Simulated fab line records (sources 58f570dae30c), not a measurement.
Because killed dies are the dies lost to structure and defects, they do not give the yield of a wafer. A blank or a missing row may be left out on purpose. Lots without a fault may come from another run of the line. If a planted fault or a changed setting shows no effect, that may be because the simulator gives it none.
Lot-split experiment | flow berkeleyCmos170 | 5 lots, 23 wafers read, on a route of 331 steps

== ON THE SPLIT ==
At UCB170_NWELL_CVD_04 (deposits Si3N4 from SiH2Cl2/NH3, target thk 224 nm, time 3360 s), the setting sih2cl2FlowSccm was moved away from the recipe's 25 sccm on 20 of the 23 wafers read, by -5.0% to +14.8%. This setting was run at the recipe's value on the other wafers.

The reading is taken at the split's own step.

== THE READING ==
Si3N4_of_NWELL_CVD_04.thkNm (the simulator's own value, which no gauge read), in nm, at UCB170_NWELL_CVD_04 (deposits Si3N4 from SiH2Cl2/NH3, target thk 224 nm, time 3360 s). No usual value for it is given in the file. Here, 3 wafers ran the recipe; their average is 225.7 nm with a standard deviation of 0.19 nm.

wafer  | tool, chamber at the split | sih2cl2FlowSccm as run, sccm | against the recipe | Si3N4_of_NWELL_CVD_04.thkNm, nm | against lot-mates on the recipe
L075.2 | -, -                       | 28.7                         | +14.8%             | 234.4                           | no lot-mate on the recipe
L075.3 | -, -                       | 28.7                         | +14.8%             | 235.2                           | no lot-mate on the recipe
L075.4 | -, -                       | 28.7                         | +14.8%             | 234.3                           | no lot-mate on the recipe
L075.5 | -, -                       | 28.7                         | +14.8%             | 234.7                           | no lot-mate on the recipe
L075.6 | -, -                       | 28.7                         | +14.8%             | 236.2                           | no lot-mate on the recipe
L076.1 | -, -                       | 23.76                        | -5.0%              | 219.9                           | no lot-mate on the recipe
L076.2 | -, -                       | 23.76                        | -5.0%              | 218.8                           | no lot-mate on the recipe
L076.3 | -, -                       | 23.76                        | -5.0%              | 218.7                           | no lot-mate on the recipe
L076.4 | -, -                       | 23.76                        | -5.0%              | 219.1                           | no lot-mate on the recipe
L076.5 | -, -                       | 23.76                        | -5.0%              | 220.2                           | no lot-mate on the recipe
L079.1 | -, -                       | 27.28                        | +9.1%              | 228.8                           | no lot-mate on the recipe
L079.3 | -, -                       | 27.28                        | +9.1%              | 227.5                           | no lot-mate on the recipe
L079.4 | -, -                       | 27.28                        | +9.1%              | 230.1                           | no lot-mate on the recipe
L079.5 | -, -                       | 27.28                        | +9.1%              | 229.1                           | no lot-mate on the recipe
L079.6 | -, -                       | 27.28                        | +9.1%              | 229.8                           | no lot-mate on the recipe
L082.1 | -, -                       | 23.8                         | -4.8%              | 224.1                           | no lot-mate on the recipe
L082.3 | -, -                       | 23.8                         | -4.8%              | 224.3                           | no lot-mate on the recipe
L082.4 | -, -                       | 23.8                         | -4.8%              | 222.9                           | no lot-mate on the recipe
L082.5 | -, -                       | 23.8                         | -4.8%              | 223.2                           | no lot-mate on the recipe
L082.6 | -, -                       | 23.8                         | -4.8%              | 223.1                           | no lot-mate on the recipe
L084.2 | lpcvd-02, 1                | 25                           | recipe             | 225.8                           | -
L084.5 | lpcvd-02, 1                | 25                           | recipe             | 225.8                           | -
L084.6 | lpcvd-02, 1                | 25                           | recipe             | 225.4                           | -

FIT RESULTS
A straight line over all 23 wafers: Si3N4_of_NWELL_CVD_04.thkNm changes by +0.644 nm for each +1% of sih2cl2FlowSccm; r = +0.95; the points scatter about the line by 1.8 nm.
Too few moved wafers with a lot-mate on the recipe to fit a line net of each lot's own level.

== FILE'S OWN FIT ==
Si3N4_of_NWELL_CVD_04.thkNm changes by +0.642 nm for each +1% of sih2cl2FlowSccm, r = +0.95.
